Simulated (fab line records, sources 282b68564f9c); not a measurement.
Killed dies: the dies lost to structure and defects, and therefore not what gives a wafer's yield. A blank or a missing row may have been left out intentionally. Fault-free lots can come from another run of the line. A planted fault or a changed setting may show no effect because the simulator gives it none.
Check of tool commonality :: flow rit_cmos :: 14 lots and 42 wafers in the sample

WHY THIS WAS OPENED
Of 14 lots, 2 have the reading ACTIVE_OXIDE_THK flagged at RIT_ACTIVE_THK_MEAS_02. Fault-free wafers read 46.4 nm, with a standard deviation of 0.95.
Rule: a lot gets a flag if all its wafers with a number sit over 4 standard deviations from that mean, or if no wafer of it has a number. As for the other lots, they are considered sound.

lot: L633
measured: day 1 23:23
on: film_metro-03
ACTIVE_OXIDE_THK (nm), wafer by wafer: 46.8 46.0 46.3
flag: 

lot: L634
measured: day 2 03:04
on: film_metro-04
ACTIVE_OXIDE_THK (nm), wafer by wafer: 48.6 46.9 47.0
flag: 

lot: L635
measured: day 2 08:03
on: film_metro-03
ACTIVE_OXIDE_THK (nm), wafer by wafer: 46.5 46.7 46.7
flag: 

lot: L636
measured: day 2 13:04
on: film_metro-03
ACTIVE_OXIDE_THK (nm), wafer by wafer: 46.5 46.2 46.6
flag: 

lot: L637
measured: day 2 18:46
on: film_metro-04
ACTIVE_OXIDE_THK (nm), wafer by wafer: 47.4 47.1 47.8
flag: 

lot: L638
measured: day 2 23:03
on: film_metro-04
ACTIVE_OXIDE_THK (nm), wafer by wafer: 45.8 46.0 46.6
flag: 

lot: L639
measured: day 3 06:22
on: film_metro-04
ACTIVE_OXIDE_THK (nm), wafer by wafer: 45.5 46.0 45.5
flag: 

lot: L640
measured: day 3 09:03
on: film_metro-01
ACTIVE_OXIDE_THK (nm), wafer by wafer: 46.3 46.9 46.9
flag: 

lot: L642
measured: day 3 19:03
on: film_metro-01
ACTIVE_OXIDE_THK (nm), wafer by wafer: 45.1 45.9 45.4
flag: 

lot: L643
measured: day 4 02:05
on: film_metro-01
ACTIVE_OXIDE_THK (nm), wafer by wafer: 47.1 47.1 47.2
flag: 

lot: L644
measured: day 4 05:04
on: film_metro-04
ACTIVE_OXIDE_THK (nm), wafer by wafer: 46.0 46.9 46.7
flag: 

lot: L651
measured: day 5 16:18
on: film_metro-03
ACTIVE_OXIDE_THK (nm), wafer by wafer: 51.4 51.5 51.1
flag: FLAGGED

lot: L652
measured: day 5 21:03
on: film_metro-01
ACTIVE_OXIDE_THK (nm), wafer by wafer: 51.7 51.8 51.8
flag: FLAGGED

lot: L654
measured: day 6 07:03
on: film_metro-01
ACTIVE_OXIDE_THK (nm), wafer by wafer: 47.5 48.0 47.9
flag: 
The mean of the flagged lots' numbers is 51.5 nm, +5.1 nm from the usual (+5 standard deviations).

EACH LOT AND THE TOOL IT RAN ON
The record holds 1 process step before the reading, out of a route of 202 steps. Read each cell as the tool, then ch plus the chambers that the sampled wafers visited, then the start.
lot: L633
flag: 
RIT_ACTIVE_OXIDATION_01: furnace-01 ch 0, day 1 21:26

lot: L634
flag: 
RIT_ACTIVE_OXIDATION_01: furnace-01 ch 0, day 2 01:07

lot: L635
flag: 
RIT_ACTIVE_OXIDATION_01: furnace-02 ch 0, day 2 06:07

lot: L636
flag: 
RIT_ACTIVE_OXIDATION_01: furnace-03 ch 0, day 2 11:07

lot: L637
flag: 
RIT_ACTIVE_OXIDATION_01: furnace-01 ch 0, day 2 16:49

lot: L638
flag: 
RIT_ACTIVE_OXIDATION_01: furnace-03 ch 0, day 2 21:07

lot: L639
flag: 
RIT_ACTIVE_OXIDATION_01: furnace-03 ch 0, day 3 04:26

lot: L640
flag: 
RIT_ACTIVE_OXIDATION_01: furnace-02 ch 0, day 3 07:07

lot: L642
flag: 
RIT_ACTIVE_OXIDATION_01: furnace-03 ch 0, day 3 17:07

lot: L643
flag: 
RIT_ACTIVE_OXIDATION_01: furnace-01 ch 0, day 4 00:08

lot: L644
flag: 
RIT_ACTIVE_OXIDATION_01: furnace-02 ch 0, day 4 03:07

lot: L651
flag: FLAGGED
RIT_ACTIVE_OXIDATION_01: furnace-03 ch 0, day 5 14:22

lot: L652
flag: FLAGGED
RIT_ACTIVE_OXIDATION_01: furnace-03 ch 0, day 5 19:07

lot: L654
flag: 
RIT_ACTIVE_OXIDATION_01: furnace-02 ch 0, day 6 05:07
What the steps here do:
- RIT_ACTIVE_OXIDATION_01: target thk 46.8 nm, ox time 3360 s.
- RIT_ACTIVE_THK_MEAS_02

FLAGGED OVER TOTAL, TOOL BY TOOL (the gauges that took the reading come last)
step: RIT_ACTIVE_OXIDATION_01
tool: furnace-01
lots run: 4
flagged: 0
share of the flagged lots: none
sound lots run after its first flagged lot: -

step: RIT_ACTIVE_OXIDATION_01
tool: furnace-02
lots run: 4
flagged: 0
share of the flagged lots: none
sound lots run after its first flagged lot: -

step: RIT_ACTIVE_OXIDATION_01
tool: furnace-03
lots run: 6
flagged: 2
share of the flagged lots: all
sound lots run after its first flagged lot: 0

step: RIT_ACTIVE_THK_MEAS_02
tool: film_metro-01
lots run: 5
flagged: 1
share of the flagged lots: some
sound lots run after its first flagged lot: 1 (L654)

step: RIT_ACTIVE_THK_MEAS_02
tool: film_metro-03
lots run: 4
flagged: 1
share of the flagged lots: some
sound lots run after its first flagged lot: 0

step: RIT_ACTIVE_THK_MEAS_02
tool: film_metro-04
lots run: 5
flagged: 0
share of the flagged lots: none
sound lots run after its first flagged lot: -

WHAT IS ALLOWED BY THE TABLE
Rows of the table that ran each flagged lot: 1, that is furnace-03 at RIT_ACTIVE_OXIDATION_01.
- furnace-03 at RIT_ACTIVE_OXIDATION_01 ran 6 lots, 2 of them flagged. It ran its last sound lot, L642, at day 3 17:07 and its first flagged lot, L651, at day 5 14:22: a fault with its onset between the two fits.
Just one tool remains: furnace-03 at RIT_ACTIVE_OXIDATION_01.

WHAT HAD BEEN PUT IN BY THE SIMULATOR
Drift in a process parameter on furnace-03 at RIT_ACTIVE_OXIDATION_01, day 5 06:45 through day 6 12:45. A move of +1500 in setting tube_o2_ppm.
Lots struck among those shown: L651, L652. The same result came from the rule above.
